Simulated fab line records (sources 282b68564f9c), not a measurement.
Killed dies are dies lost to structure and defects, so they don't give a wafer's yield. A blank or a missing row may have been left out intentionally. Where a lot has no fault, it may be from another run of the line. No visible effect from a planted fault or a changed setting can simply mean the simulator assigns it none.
Which tool is to blame? | flow rit_cmos | 6 lots with 18 wafers sampled at 2 steps, on a route of 202 steps

== WHAT THE GAUGES READ, wafer by wafer ==
RIT_ACTIVE_THK_MEAS_04.
lot  | measured    | on            | ACTIVE_NITRIDE_THK (nm)
L981 | day 2 00:21 | film_metro-04 | 150.9 152.0 150.3
L983 | day 2 09:42 | film_metro-02 | 149.9 148.6 149.7
L985 | day 2 22:34 | film_metro-02 | 150.8 150.4 150.4
L987 | day 3 05:32 | film_metro-04 | 150.1 150.1 150.2
L992 | day 4 07:44 | film_metro-04 | 159.3 162.9 179.2
L100 | day 5 22:41 | film_metro-03 | 148.7 148.1 148.1

== EACH LOT AND THE TOOL THAT RAN IT (in order: tool; ch and the chambers of the sampled wafers; start) ==
lot  | RIT_ACTIVE_CVD_03
L981 | lpcvd-02 ch 1, day 1 22:56
L983 | lpcvd-01 ch 1, day 2 08:16
L985 | lpcvd-02 ch 1, day 2 21:09
L987 | lpcvd-01 ch 1, day 3 04:07
L992 | lpcvd-01 ch 1, day 4 06:18
L100 | lpcvd-02 ch 1, day 5 21:16
- RIT_ACTIVE_CVD_03: deposits Si3N4 from SiH2Cl2/NH3, target thk 150 nm, time 1500 s.

== THE ANSWER, worked out from the rows above alone ==
Rule: the lots themselves supply what counts as usual. The widest of any qualifying gaps counts: lots, ordered by their means at a reading, are off when they make up no more than a third of the lots, leave a main group of 4 or more, and stand apart from it by 3 or more times the standard deviation of that group's means. If all means in a main group match to the digits the tables above print for the reading, that group is not used. A lot without any number at a reading at which 4 lots or more have one is off too. The other lots that the step has rows for count as sound.
Off: L992, at RIT_ACTIVE_THK_MEAS_04 (ACTIVE_NITRIDE_THK). The main group has a mean of 149.9 nm with a standard deviation of 0.96.
If a tool, at a process step before that reading, ran all the lots that are off and no sound lot after the first of them, it fits. Gauges at RIT_ACTIVE_THK_MEAS_04: tried the same way as those tools. This does not decide it: 2 tools fit, namely lpcvd-01 at RIT_ACTIVE_CVD_03 and film_metro-04 at RIT_ACTIVE_THK_MEAS_04.

== WHAT THE SIMULATOR PUT IN ==
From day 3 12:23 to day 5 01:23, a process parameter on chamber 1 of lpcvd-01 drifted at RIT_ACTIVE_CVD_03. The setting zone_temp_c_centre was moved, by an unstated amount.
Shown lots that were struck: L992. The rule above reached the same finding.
